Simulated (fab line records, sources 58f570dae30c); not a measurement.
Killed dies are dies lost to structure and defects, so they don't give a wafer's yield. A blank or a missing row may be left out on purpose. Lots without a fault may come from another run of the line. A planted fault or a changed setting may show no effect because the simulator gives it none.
Which tool did it? | flow berkeley_cmos170 | 14 lots, 42 wafers sampled, at 4 steps of a route of 331

WHAT THE GAUGES READ, wafer by wafer
UCB170_M1_CD_MEAS_90: target cd 700 nm.
lot  | measured     | on        | cd_nm (nm)
L300 | day 8 07:44  | cd_sem-02 | 703 705 703
L301 | day 9 01:49  | cd_sem-01 | 702 701 702
L302 | day 9 01:56  | cd_sem-02 | 701 699 702
L304 | day 9 03:12  | cd_sem-01 | 698 703 695
L303 | day 9 03:43  | cd_sem-02 | 704 702 702
L306 | day 10 07:08 | cd_sem-02 | 702 695 701
L308 | day 10 07:50 | cd_sem-02 | 697 705 695
L309 | day 10 18:51 | cd_sem-02 | 700 700 698
L310 | day 10 19:04 | cd_sem-01 | 700 704 696
L312 | day 11 05:57 | cd_sem-01 | 702 701 702
L315 | day 12 11:08 | cd_sem-01 | 692 696 695
L318 | day 12 18:56 | cd_sem-02 | 701 698 699
L317 | day 12 20:50 | cd_sem-01 | 696 700 698
L319 | day 13 08:11 | cd_sem-02 | 696 698 696

UCB170_M3_BOW_MEAS_20.
lot  | measured     | on            | M3_BOW (um)
L300 | day 8 20:55  | film_metro-01 | 36 34 37
L301 | day 9 13:53  | film_metro-04 | 38 32 40
L302 | day 9 16:52  | film_metro-02 | 23 40 46
L304 | day 9 22:10  | film_metro-04 | 27 38 32
L303 | day 9 21:36  | film_metro-04 | 34 38 27
L306 | day 10 19:22 | film_metro-04 | 39 33 27
L308 | day 10 23:23 | film_metro-04 | 41 52 39
L309 | day 11 06:55 | film_metro-01 | 48 40 44
L310 | day 11 08:29 | film_metro-04 | 25 39 43
L312 | day 11 18:33 | film_metro-02 | 24 34 31
L315 | day 12 23:21 | film_metro-02 | 31 36 34
L318 | day 13 07:10 | film_metro-01 | 41 39 33
L317 | day 13 13:49 | film_metro-01 | 35 38 35
L319 | day 14 03:25 | film_metro-02 | 24 33 19

WHICH TOOL RAN EACH LOT (tool, then ch and the chambers of the sampled wafers, then the start)
lot  | UCB170_V1_STRIP_15                   | UCB170_M3_METAL_ETCH_18
L300 | plasma_asher-01 ch 0,1, day 8 12:39  | rie_metal-02 ch 1, day 8 20:22
L301 | plasma_asher-02 ch 0,1, day 9 05:18  | rie_metal-03 ch 0,1, day 9 13:27
L302 | plasma_asher-02 ch 0,1, day 9 08:06  | rie_metal-02 ch 0,1, day 9 16:28
L304 | plasma_asher-02 ch 0, day 9 10:40    | rie_metal-03 ch 0,1, day 9 21:45
L303 | plasma_asher-04 ch 0,1, day 9 10:16  | rie_metal-01 ch 0,1, day 9 21:12
L306 | plasma_asher-04 ch 0,1, day 10 10:44 | rie_metal-01 ch 0,1, day 10 18:56
L308 | plasma_asher-01 ch 0,1, day 10 12:04 | rie_metal-03 ch 0,1, day 10 22:58
L309 | plasma_asher-02 ch 0,1, day 10 22:55 | rie_metal-01 ch 0,1, day 11 06:31
L310 | plasma_asher-04 ch 0,1, day 11 00:22 | rie_metal-02 ch 1, day 11 08:05
L312 | plasma_asher-04 ch 0,1, day 11 09:26 | rie_metal-03 ch 1, day 11 17:58
L315 | plasma_asher-01 ch 0,1, day 12 14:36 | rie_metal-01 ch 0,1, day 12 22:57
L318 | plasma_asher-02 ch 0,1, day 12 22:56 | rie_metal-03 ch 0,1, day 13 06:47
L317 | plasma_asher-01 ch 0,1, day 13 04:41 | rie_metal-02 ch 0,1, day 13 13:23
L319 | plasma_asher-01 ch 0,1, day 13 13:08 | rie_metal-02 ch 0,1, day 14 02:59
- UCB170_V1_STRIP_15: strips in O2.
- UCB170_M3_METAL_ETCH_18: etches Al in Cl2/BCl3, stops on SiO2, target depth 1170 nm, time 195 s.

WHAT THE TOOLS THEMSELVES READ (means of the sampled wafers that have a number; where no wafer has one, the mark that the record gives instead)
UCB170_V1_STRIP_15.
lot  | tool            | chamber_pressure_mTorr (mTorr) | drypump_motor_current_A (A) | o2_flow_sccm (sccm) | oes_product_au (a.u.) | strip_time_to_endpoint_s (s)
L300 | plasma_asher-01 | 3500.3                         | 5.9                         | 401.5               | 0.721                 | 15.24
L301 | plasma_asher-02 | 3498.1                         | 5.9                         | 399.6               | 0.721                 | 15.12
L302 | plasma_asher-02 | 3500.3                         | 6.0                         | 399.9               | 0.723                 | 15.26
L304 | plasma_asher-02 | 3499.3                         | 6.2                         | 400.6               | 0.719                 | 15.14
L303 | plasma_asher-04 | 3495.5                         | 6.1                         | 399.7               | 0.720                 | 15.26
L306 | plasma_asher-04 | 3499.1                         | 6.2                         | 398.4               | 0.721                 | 15.33
L308 | plasma_asher-01 | 3499.2                         | 5.9                         | 401.5               | 0.721                 | 15.22
L309 | plasma_asher-02 | 3504.0                         | 5.9                         | 399.2               | 0.726                 | 15.45
L310 | plasma_asher-04 | 3500.4                         | 6.2                         | 401.0               | 0.721                 | 15.41
L312 | plasma_asher-04 | 3498.9                         | 6.1                         | 398.7               | 0.724                 | 15.41
L315 | plasma_asher-01 | 3501.2                         | 6.1                         | 401.6               | 0.720                 | 15.32
L318 | plasma_asher-02 | 3497.9                         | 5.9                         | 400.8               | 0.723                 | 15.26
L317 | plasma_asher-01 | 3502.3                         | 6.1                         | 399.6               | 0.719                 | 15.23
L319 | plasma_asher-01 | 3497.0                         | 6.1                         | 401.2               | 0.719                 | 15.19

UCB170_M3_METAL_ETCH_18.
lot  | tool         | bias_w (W) | chamber_pressure_mTorr (mTorr) | drypump_motor_current_A (A) | oes_product_au (a.u.) | throttle_valve_pct (%)
L300 | rie_metal-02 | 120.4      | 12.004                         | 5.7                         | 0.861                 | 24.31
L301 | rie_metal-03 | 120.1      | 11.988                         | 6.4                         | 0.833                 | 24.42
L302 | rie_metal-02 | 119.9      | 12.001                         | 5.7                         | 0.851                 | 24.40
L304 | rie_metal-03 | 120.1      | 12.000                         | 6.3                         | 0.829                 | 24.35
L303 | rie_metal-01 | 120.2      | 12.002                         | 4.8                         | 0.855                 | 24.25
L306 | rie_metal-01 | 119.8      | 12.000                         | 4.8                         | 0.853                 | 24.26
L308 | rie_metal-03 | 120.2      | 11.993                         | 6.3                         | 0.826                 | 24.35
L309 | rie_metal-01 | 119.6      | 12.008                         | 4.8                         | 0.842                 | 24.33
L310 | rie_metal-02 | 119.5      | 12.011                         | 5.7                         | 0.849                 | 24.30
L312 | rie_metal-03 | 119.5      | 11.999                         | 6.4                         | 0.832                 | 24.48
L315 | rie_metal-01 | 120.1      | 11.991                         | 4.8                         | 0.844                 | 24.33
L318 | rie_metal-03 | 119.8      | 12.008                         | 6.3                         | 0.838                 | 24.34
L317 | rie_metal-02 | 120.1      | 12.006                         | 5.8                         | 0.863                 | 24.48
L319 | rie_metal-02 | 119.9      | 12.002                         | 5.7                         | 0.852                 | 24.39

THE ANSWER, worked out from the rows above alone
Rule: what is usual is taken from the lots themselves. Put in order of their means at a reading, lots are off if they are a third of the lots or fewer, leave a main group of 4 or more, and stand apart from it by a gap of 3 or more times the standard deviation of the main group's means; of several such gaps the widest counts. A main group whose means are all the same, to the digits that the tables above print for the reading, isn't used. A lot without any number at a reading at which 4 lots or more have one is off too. The other lots that the step has rows for count as sound. The gauges are gone through in route order, then the tools' own readings, and for those a lot's mean is taken as printed above. The first step at which some lot is off is used, and at that step the reading that is off furthest; a lot without a number counts as furthest.
No lot is off at any reading shown: from this, nothing can be told.

WHAT THE SIMULATOR HAD PUT IN
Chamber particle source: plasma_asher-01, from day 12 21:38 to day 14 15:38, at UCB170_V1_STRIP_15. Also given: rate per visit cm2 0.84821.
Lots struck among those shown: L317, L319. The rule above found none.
